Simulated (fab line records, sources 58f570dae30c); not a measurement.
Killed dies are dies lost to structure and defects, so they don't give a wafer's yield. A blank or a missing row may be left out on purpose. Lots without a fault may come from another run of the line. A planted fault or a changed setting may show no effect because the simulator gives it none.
Chamber matching | flow berkeley_cmos170 | UCB170_V1_ETCH_14 on rie_diel-01: 4 sister chambers
The step etches SiO2 in CHF3/CF4/Ar, stops on Al, target depth 1250 nm, time 291 s. 8 wafers are shown with their chamber, then 8 later ones without.

WAFERS WITH THEIR CHAMBER
wafer  | chamber | drypump_motor_current_A (A) | throttle_valve_pct (%)
L337.4 | 1       | 5.50                        | 7.12
L340.2 | 3       | 5.69                        | 6.94
L341.3 | 3       | 5.72                        | 6.93
L341.6 | 0       | 5.85                        | 6.81
L343.2 | 0       | 5.85                        | 6.78
L343.4 | 2       | 6.06                        | 7.03
L343.5 | 1       | 5.49                        | 7.12
L344.1 | 2       | 6.07                        | 7.00

WAFERS WITHOUT THEIR CHAMBER
wafer  | drypump_motor_current_A (A) | throttle_valve_pct (%)
L344.4 | 5.84                        | 6.81
L344.5 | 5.84                        | 6.80
L354.1 | 6.08                        | 7.01
L354.3 | 5.73                        | 6.95
L354.4 | 5.49                        | 7.12
L357.2 | 5.87                        | 6.81
L357.4 | 5.48                        | 7.12
L357.6 | 5.49                        | 7.11

WHICH CHAMBER EACH WENT THROUGH
wafer  | from the rows above | in truth
L344.4 | 0                   | 0
L344.5 | 0                   | 0
L354.1 | 2                   | 2
L354.3 | 3                   | 3
L354.4 | 1                   | 1
L357.2 | 0                   | 0
L357.4 | 1                   | 1
L357.6 | 1                   | 1
Placed correctly: 8 of 8. Can't be placed from these rows: 0. Placed wrongly: 0.
How it was worked out, from the rows above alone: a wafer's distance from a chamber is the root of the sum, over the readings, of the square of ((its reading less the chamber's mean) divided by the reading's scatter). The wafer belongs to the nearest chamber; if the next one is less than 2 further off, it can't be placed. A chamber's mean is the mean of its shown wafers. The scatter: the root of (the sum of the squares of (reading less its chamber's mean) over the shown wafers, divided by (wafers less chambers)).
